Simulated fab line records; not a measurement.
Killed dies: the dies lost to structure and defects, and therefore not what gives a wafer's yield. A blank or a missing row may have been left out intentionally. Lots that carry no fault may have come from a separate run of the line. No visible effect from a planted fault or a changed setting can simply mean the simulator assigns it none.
Which tool did it? / flow berkeley_cmos170 / 45 wafers from 15 lots sampled at 6 of the route's 331 steps

## WHAT THE GAUGES READ, wafer by wafer
UCB170_FIELD_THK_MEAS_91. Usual: FIELD_OXIDE_LEFT_2_THK gives 353 nm (standard deviation 13).
lot=L130; measured=day 5 19:31; on=film_metro-03; FIELD_OXIDE_LEFT_2_THK (nm)=341 354 356; flag=
lot=L132; measured=day 6 06:45; on=film_metro-03; FIELD_OXIDE_LEFT_2_THK (nm)=367 367 367; flag=
lot=L134; measured=day 6 13:22; on=film_metro-03; FIELD_OXIDE_LEFT_2_THK (nm)=339 340 345; flag=
lot=L133; measured=day 6 13:29; on=film_metro-01; FIELD_OXIDE_LEFT_2_THK (nm)=345 349 352; flag=
lot=L137; measured=day 7 01:50; on=film_metro-04; FIELD_OXIDE_LEFT_2_THK (nm)=361 361 364; flag=
lot=L138; measured=day 7 02:32; on=film_metro-01; FIELD_OXIDE_LEFT_2_THK (nm)=363 378 371; flag=
lot=L140; measured=day 7 11:35; on=film_metro-04; FIELD_OXIDE_LEFT_2_THK (nm)=362 366 374; flag=
lot=L141; measured=day 8 04:04; on=film_metro-01; FIELD_OXIDE_LEFT_2_THK (nm)=356 350 359; flag=
lot=L142; measured=day 8 04:21; on=film_metro-01; FIELD_OXIDE_LEFT_2_THK (nm)=356 354 356; flag=
lot=L143; measured=day 8 07:46; on=film_metro-01; FIELD_OXIDE_LEFT_2_THK (nm)=347 348 354; flag=
lot=L144; measured=day 9 02:46; on=film_metro-01; FIELD_OXIDE_LEFT_2_THK (nm)=371 380 376; flag=
lot=L147; measured=day 9 18:22; on=film_metro-03; FIELD_OXIDE_LEFT_2_THK (nm)=347 339 338; flag=
lot=L149; measured=day 10 10:17; on=film_metro-03; FIELD_OXIDE_LEFT_2_THK (nm)=364 367 360; flag=
lot=L150; measured=day 10 10:35; on=film_metro-03; FIELD_OXIDE_LEFT_2_THK (nm)=329 330 321; flag=
lot=L152; measured=day 11 01:11; on=film_metro-01; FIELD_OXIDE_LEFT_2_THK (nm)=343 349 357; flag=

UCB170_SPACER_THK_MEAS_01. Usual: SPACER_TEOS_THK gives 374 nm (standard deviation 4.7).
lot=L130; measured=day 6 14:42; on=film_metro-01; SPACER_TEOS_THK (nm)=369 371 376; flag=
lot=L132; measured=day 6 20:49; on=film_metro-01; SPACER_TEOS_THK (nm)=373 372 378; flag=
lot=L134; measured=day 7 09:28; on=film_metro-01; SPACER_TEOS_THK (nm)=361 374 369; flag=
lot=L133; measured=day 7 09:44; on=film_metro-01; SPACER_TEOS_THK (nm)=372 370 377; flag=
lot=L137; measured=day 7 16:56; on=film_metro-01; SPACER_TEOS_THK (nm)=371 375 377; flag=
lot=L138; measured=day 7 17:07; on=film_metro-01; SPACER_TEOS_THK (nm)=371 373 375; flag=
lot=L140; measured=day 8 05:44; on=film_metro-02; SPACER_TEOS_THK (nm)=369 383 374; flag=
lot=L141; measured=day 9 04:29; on=film_metro-01; SPACER_TEOS_THK (nm)=306 309 314; flag=OFF
lot=L142; measured=day 9 05:16; on=film_metro-01; SPACER_TEOS_THK (nm)=384 381 379; flag=
lot=L143; measured=day 9 04:53; on=film_metro-02; SPACER_TEOS_THK (nm)=374 368 380; flag=
lot=L144; measured=day 9 22:43; on=film_metro-02; SPACER_TEOS_THK (nm)=310 313 315; flag=OFF
lot=L147; measured=day 10 13:12; on=film_metro-03; SPACER_TEOS_THK (nm)=299 306 311; flag=OFF
lot=L149; measured=day 11 04:50; on=film_metro-03; SPACER_TEOS_THK (nm)=372 369 374; flag=
lot=L150; measured=day 11 04:04; on=film_metro-03; SPACER_TEOS_THK (nm)=380 377 375; flag=
lot=L152; measured=day 11 13:03; on=film_metro-01; SPACER_TEOS_THK (nm)=370 370 374; flag=

UCB170_PSD_TW_MEAS_10. Usual: PSD_TW gives 2342 (standard deviation 14).
lot=L130; measured=day 6 21:02; on=film_metro-04; PSD_TW=2357 2338 2353; flag=
lot=L132; measured=day 7 05:03; on=film_metro-03; PSD_TW=2365 2367 2345; flag=
lot=L134; measured=day 7 14:04; on=film_metro-02; PSD_TW=2340 2347 2347; flag=
lot=L133; measured=day 7 14:26; on=film_metro-02; PSD_TW=2348 2338 2339; flag=
lot=L137; measured=day 7 23:00; on=film_metro-03; PSD_TW=2368 2383 2375; flag=
lot=L138; measured=day 7 23:16; on=film_metro-02; PSD_TW=2326 2337 2340; flag=
lot=L140; measured=day 8 17:04; on=film_metro-02; PSD_TW=2325 2321 2327; flag=
lot=L141; measured=day 9 11:50; on=film_metro-03; PSD_TW=2340 2354 2364; flag=
lot=L142; measured=day 9 12:06; on=film_metro-03; PSD_TW=2366 2355 2337; flag=
lot=L143; measured=day 9 11:57; on=film_metro-04; PSD_TW=2336 2335 2339; flag=
lot=L144; measured=day 10 04:31; on=film_metro-04; PSD_TW=2341 2342 2330; flag=
lot=L147; measured=day 10 19:47; on=film_metro-02; PSD_TW=2331 2345 2319; flag=
lot=L149; measured=day 11 08:53; on=film_metro-03; PSD_TW=2351 2351 2360; flag=
lot=L150; measured=day 11 08:25; on=film_metro-02; PSD_TW=2327 2317 2335; flag=
lot=L152; measured=day 11 17:32; on=film_metro-02; PSD_TW=2336 2340 2325; flag=

UCB170_NSD_CD_MEAS_06: the cd target is 1200 nm. Usual: cd_nm at 1200.0 nm, with a standard deviation of 1.4.
lot=L130; measured=day 6 22:07; on=cd_sem-01; cd_nm (nm)=1199.1 1199.7 1198.3; flag=
lot=L132; measured=day 7 10:01; on=cd_sem-01; cd_nm (nm)=1200.1 1199.4 1200.6; flag=
lot=L134; measured=day 7 15:22; on=cd_sem-02; cd_nm (nm)=1201.2 1200.3 1203.3; flag=
lot=L133; measured=day 7 16:23; on=cd_sem-02; cd_nm (nm)=1200.3 1201.1 1201.1; flag=
lot=L137; measured=day 8 01:32; on=cd_sem-01; cd_nm (nm)=1198.2 1199.2 1198.9; flag=
lot=L138; measured=day 8 01:38; on=cd_sem-01; cd_nm (nm)=1200.0 1200.0 1201.1; flag=
lot=L140; measured=day 8 18:17; on=cd_sem-01; cd_nm (nm)=1200.5 1199.2 1201.2; flag=
lot=L141; measured=day 9 13:43; on=cd_sem-02; cd_nm (nm)=1197.5 1199.3 1200.1; flag=
lot=L142; measured=day 9 13:53; on=cd_sem-02; cd_nm (nm)=1201.7 1201.5 1200.4; flag=
lot=L143; measured=day 9 13:43; on=cd_sem-01; cd_nm (nm)=1201.5 1201.6 1200.9; flag=
lot=L144; measured=day 10 05:50; on=cd_sem-01; cd_nm (nm)=1196.9 1198.7 1197.7; flag=
lot=L147; measured=day 10 20:52; on=cd_sem-02; cd_nm (nm)=1196.2 1196.2 1197.1; flag=
lot=L149; measured=day 11 10:29; on=cd_sem-01; cd_nm (nm)=1199.5 1200.9 1200.9; flag=
lot=L150; measured=day 11 10:21; on=cd_sem-02; cd_nm (nm)=1198.8 1198.5 1199.2; flag=
lot=L152; measured=day 11 19:13; on=cd_sem-01; cd_nm (nm)=1200.6 1199.9 1201.4; flag=

## TOOL THAT RAN EACH LOT (tool first, then ch and the chambers of the sampled wafers, then the start)
lot=L130; UCB170_SPACER_CVD_00=pecvd-03 ch 1,2, day 6 14:39; UCB170_SPACER_ETCHBACK_03=rie_diel-03 ch 0,1,3, day 6 19:35
lot=L132; UCB170_SPACER_CVD_00=pecvd-03 ch 1,2, day 6 20:46; UCB170_SPACER_ETCHBACK_03=rie_diel-01 ch 0,1,2, day 7 03:07
lot=L134; UCB170_SPACER_CVD_00=pecvd-01 ch 0,1,2, day 7 09:25; UCB170_SPACER_ETCHBACK_03=rie_diel-01 ch 0,1,2, day 7 12:44
lot=L133; UCB170_SPACER_CVD_00=pecvd-03 ch 0,2, day 7 09:41; UCB170_SPACER_ETCHBACK_03=rie_diel-03 ch 2,3, day 7 12:47
lot=L137; UCB170_SPACER_CVD_00=pecvd-01 ch 0,2, day 7 16:53; UCB170_SPACER_ETCHBACK_03=rie_diel-02 ch 1,2,3, day 7 21:20
lot=L138; UCB170_SPACER_CVD_00=pecvd-03 ch 0,1, day 7 17:04; UCB170_SPACER_ETCHBACK_03=rie_diel-01 ch 2,3, day 7 21:20
lot=L140; UCB170_SPACER_CVD_00=pecvd-03 ch 0,2, day 8 05:40; UCB170_SPACER_ETCHBACK_03=rie_diel-03 ch 0,1,3, day 8 15:29
lot=L141; UCB170_SPACER_CVD_00=pecvd-03 ch 0,1, day 9 04:26; UCB170_SPACER_ETCHBACK_03=rie_diel-03 ch 2,3, day 9 10:31
lot=L142; UCB170_SPACER_CVD_00=pecvd-04 ch 0,1,2, day 9 05:13; UCB170_SPACER_ETCHBACK_03=rie_diel-03 ch 1,2,3, day 9 10:35
lot=L143; UCB170_SPACER_CVD_00=pecvd-01 ch 0,2, day 9 04:51; UCB170_SPACER_ETCHBACK_03=rie_diel-02 ch 0,1, day 9 10:31
lot=L144; UCB170_SPACER_CVD_00=pecvd-03 ch 0,1,2, day 9 22:40; UCB170_SPACER_ETCHBACK_03=rie_diel-01 ch 1,2,3, day 10 02:50
lot=L147; UCB170_SPACER_CVD_00=pecvd-03 ch 0,1, day 10 13:10; UCB170_SPACER_ETCHBACK_03=rie_diel-02 ch 1,2,3, day 10 18:20
lot=L149; UCB170_SPACER_CVD_00=pecvd-04 ch 0,1,2, day 11 04:47; UCB170_SPACER_ETCHBACK_03=rie_diel-02 ch 0,1,2, day 11 06:44
lot=L150; UCB170_SPACER_CVD_00=pecvd-01 ch 0,1,2, day 11 04:01; UCB170_SPACER_ETCHBACK_03=rie_diel-03 ch 1,2,3, day 11 06:13
lot=L152; UCB170_SPACER_CVD_00=pecvd-01 ch 0,1, day 11 12:59; UCB170_SPACER_ETCHBACK_03=rie_diel-01 ch 0,2,3, day 11 15:23
- UCB170_SPACER_CVD_00: deposits SiO2 from TEOS/O2, target thk 376 nm, time 47 s.
- UCB170_SPACER_ETCHBACK_03: etches SiO2 in CHF3/CF4/Ar, stops on Si, target depth 376 nm, time 100 s.

## AS READ BY THE TOOLS THEMSELVES (means over the sampled wafers that have a number; for cases with no such wafer, the mark the record gives instead)
UCB170_SPACER_CVD_00. Usual: heater_power_w at 291 W, with a standard deviation of 79.
lot=L130; tool=pecvd-03; heater_power_w (W)=350; flag=
lot=L132; tool=pecvd-03; heater_power_w (W)=382; flag=
lot=L134; tool=pecvd-01; heater_power_w (W)=255; flag=
lot=L133; tool=pecvd-03; heater_power_w (W)=329; flag=
lot=L137; tool=pecvd-01; heater_power_w (W)=293; flag=
lot=L138; tool=pecvd-03; heater_power_w (W)=373; flag=
lot=L140; tool=pecvd-03; heater_power_w (W)=305; flag=
lot=L141; tool=pecvd-03; heater_power_w (W)=305; flag=
lot=L142; tool=pecvd-04; heater_power_w (W)=284; flag=
lot=L143; tool=pecvd-01; heater_power_w (W)=302; flag=
lot=L144; tool=pecvd-03; heater_power_w (W)=314; flag=
lot=L147; tool=pecvd-03; heater_power_w (W)=387; flag=
lot=L149; tool=pecvd-04; heater_power_w (W)=267; flag=
lot=L150; tool=pecvd-01; heater_power_w (W)=252; flag=
lot=L152; tool=pecvd-01; heater_power_w (W)=257; flag=

UCB170_SPACER_ETCHBACK_03. Usual: drypump_motor_current_A 5.4 A, standard deviation 0.42; oes_product_au 0.893 a.u., standard deviation 0.017; throttle_valve_pct 6.50 %, standard deviation 0.1.
lot=L130; tool=rie_diel-03; drypump_motor_current_A (A)=5.3; oes_product_au (a.u.)=0.883; throttle_valve_pct (%)=6.45; flag=
lot=L132; tool=rie_diel-01; drypump_motor_current_A (A)=5.5; oes_product_au (a.u.)=0.904; throttle_valve_pct (%)=6.43; flag=
lot=L134; tool=rie_diel-01; drypump_motor_current_A (A)=5.5; oes_product_au (a.u.)=0.893; throttle_valve_pct (%)=6.42; flag=
lot=L133; tool=rie_diel-03; drypump_motor_current_A (A)=5.6; oes_product_au (a.u.)=0.903; throttle_valve_pct (%)=6.59; flag=
lot=L137; tool=rie_diel-02; drypump_motor_current_A (A)=5.6; oes_product_au (a.u.)=0.886; throttle_valve_pct (%)=6.53; flag=
lot=L138; tool=rie_diel-01; drypump_motor_current_A (A)=5.5; oes_product_au (a.u.)=0.902; throttle_valve_pct (%)=6.47; flag=
lot=L140; tool=rie_diel-03; drypump_motor_current_A (A)=5.3; oes_product_au (a.u.)=0.887; throttle_valve_pct (%)=6.44; flag=
lot=L141; tool=rie_diel-03; drypump_motor_current_A (A)=5.4; oes_product_au (a.u.)=0.790; throttle_valve_pct (%)=6.59; flag=OFF
lot=L142; tool=rie_diel-03; drypump_motor_current_A (A)=5.2; oes_product_au (a.u.)=0.909; throttle_valve_pct (%)=6.50; flag=
lot=L143; tool=rie_diel-02; drypump_motor_current_A (A)=5.1; oes_product_au (a.u.)=0.876; throttle_valve_pct (%)=6.50; flag=
lot=L144; tool=rie_diel-01; drypump_motor_current_A (A)=5.4; oes_product_au (a.u.)=0.798; throttle_valve_pct (%)=6.44; flag=OFF
lot=L147; tool=rie_diel-02; drypump_motor_current_A (A)=5.6; oes_product_au (a.u.)=0.766; throttle_valve_pct (%)=6.53; flag=OFF
lot=L149; tool=rie_diel-02; drypump_motor_current_A (A)=5.2; oes_product_au (a.u.)=0.875; throttle_valve_pct (%)=6.53; flag=
lot=L150; tool=rie_diel-03; drypump_motor_current_A (A)=5.2; oes_product_au (a.u.)=0.898; throttle_valve_pct (%)=6.50; flag=
lot=L152; tool=rie_diel-01; drypump_motor_current_A (A)=5.6; oes_product_au (a.u.)=0.897; throttle_valve_pct (%)=6.43; flag=

## THE ANSWER, worked out from the rows above alone
Rule: a lot counts as off when the mean over its wafers that have a number is more than 3 standard deviations away from the usual mean. A lot without any number at a reading at which 4 lots or more have one is off too. All remaining lots with rows at the step are treated as sound. After the gauges, taken in route order, come the tools' own readings; for these a lot's mean is taken, as printed above. At the first step where some lot is off, the reading lying furthest off is the one used; lots without a number count as furthest.
Off: at UCB170_SPACER_THK_MEAS_01 (SPACER_TEOS_THK), L141, L144, L147.
If a tool, at a process step before that reading, ran all the lots that are off and no sound lot after the first of them, it fits. The gauges at UCB170_SPACER_THK_MEAS_01 aren't tried: what is off there is off at UCB170_SPACER_ETCHBACK_03 too, on other tools, and a gauge's error can't cause that. One fits: UCB170_SPACER_CVD_00 on pecvd-03. Its last sound lot is L140 (day 8 05:40), its first lot that is off L141 (day 9 04:26): a fault that began between those two fits.

## WHAT HAD BEEN PUT IN BY THE SIMULATOR
Site profile drift: pecvd-03, from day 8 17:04 on, at UCB170_SPACER_CVD_00. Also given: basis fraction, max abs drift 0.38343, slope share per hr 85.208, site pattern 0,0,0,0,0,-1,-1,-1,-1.
Shown lots that were struck: L141, L144, L147. The rule above found the same.
